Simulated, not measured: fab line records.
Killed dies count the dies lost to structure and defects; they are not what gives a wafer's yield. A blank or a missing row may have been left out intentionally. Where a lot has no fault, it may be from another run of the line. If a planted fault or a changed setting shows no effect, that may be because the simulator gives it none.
2 desks, one fault -- flow rit-cmos -- each desk has only its own numbers; what lay behind them comes last

## AT THE TOOL OWNER'S DESK: lpcvd-01
The tool's own readings at RIT_SPACER_CVD_03 (deposits Si3N4 from SiH2Cl2/NH3, target thk 250 nm, time 3300 s): means of the sampled wafers that have a number, for each lot that ran on this tool. If a lot's mean is further than 4 standard deviations from the usual mean, the lot is out of limits and carries the mark OUT (the distance appears in the brackets).
Columns: A = spike-tc-centre-C at RIT_SPACER_CVD_03, usual 812.1 C; B = spike-tc-load-C at RIT_SPACER_CVD_03, usual 832.1 C; C = spike-tc-source-C at RIT_SPACER_CVD_03, usual 831.3 C; D = susceptor-temp-C at RIT_SPACER_CVD_03, usual 809.9 C
lot,first seen here,A,B,C,D
L734,day 3 07:24,813.2,833.3,828.6,810.0
L736,day 3 17:02,814.4,832.8,827.8,809.7
L740,day 4 09:28,813.2,831.9,828.5,810.0
L741,day 4 13:01,812.6,829.7,830.6,809.9
L742,day 4 19:59,858.9 (+26) OUT,879.1 (+23) OUT,874.0 (+16) OUT,854.7 (+99 or more) OUT
L746,day 5 19:19,858.5 (+26) OUT,878.9 (+23) OUT,874.0 (+16) OUT,855.1 (+99 or more) OUT
Finding of this desk: L742, L746 out of limits; the first was L742 at day 4 19:59, on spike-tc-centre-C at RIT_SPACER_CVD_03. L734, L736, L740, L741: within limits.

## THE METROLOGY DESK
What the gauges read for every lot (on any tool): the sampled wafers with a number, averaged. If a lot's mean is further than 4 standard deviations from the usual mean, the lot is out of limits and carries the mark OUT (the distance appears in the brackets).
Columns: A = FIELD_OXIDE_LEFT_1_THK at RIT_FOX2_THK_MEAS_90, usual 325 nm; B = GATE_OXIDE_THK at RIT_GATE_THK_MEAS_07, usual 3.03 nm; C = GATE_POLY_THK at RIT_GATE_THK_MEAS_09, usual 249.8 nm; D = SPACER_NITRIDE_THK at RIT_SPACER_THK_MEAS_04, usual 249.3 nm
lot,first seen here,A,B,C,D
L734,day 2 00:38,325,3.07,252.6,248.9
L735,day 2 03:28,321,3.01,248.6,253.0
L736,day 2 08:08,321,2.98,250.8,251.3
L738,day 2 18:58,327,3.14,248.9,252.0
L740,day 3 05:31,327,3.07,250.6,250.3
L741,day 3 08:26,324,3.06,251.9,247.1
L742,day 3 13:25,333,3.00,249.8,423.3 (+83) OUT
L746,day 4 11:40,323,3.00,247.4,419.7 (+81) OUT
L748,day 4 21:36,322,2.96,248.7,249.1
L753,day 5 21:44,324,3.07,250.2,251.0
L754,day 6 03:21,326,3.03,246.6,246.7
L755,day 6 07:02,326,3.03,249.9,247.1
L756,day 6 11:07,312,3.02,249.6,249.2
L757,day 6 19:33,327,2.99,247.2,249.1
This desk finds L742, L746 out of limits, with the earliest case on L742 at day 4 21:55 (SPACER_NITRIDE_THK at RIT_SPACER_THK_MEAS_04). L734, L735, L736, L738, L740, L741, L748, L753, L754, L755, L756, L757: within limits.

## TAKEN TOGETHER
An alarm could have come from the tool owner's desk at day 4 19:59, on L742, L746.
L742, L746 would have let the metrology desk raise an alarm at day 4 21:55.
Of the lots named, all ran RIT_SPACER_CVD_03 on lpcvd-01.

## WHAT HAD BEEN PUT IN BY THE SIMULATOR
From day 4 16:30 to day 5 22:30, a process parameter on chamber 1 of lpcvd-01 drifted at RIT_SPACER_CVD_03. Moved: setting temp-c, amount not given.
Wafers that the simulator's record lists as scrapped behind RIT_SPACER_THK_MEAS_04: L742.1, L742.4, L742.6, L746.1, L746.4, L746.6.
Lots struck among those shown: L742, L746.
Hours from the fault's start to each desk's first reading out of limits: the tool owner's desk, 3; the metrology desk, 5.
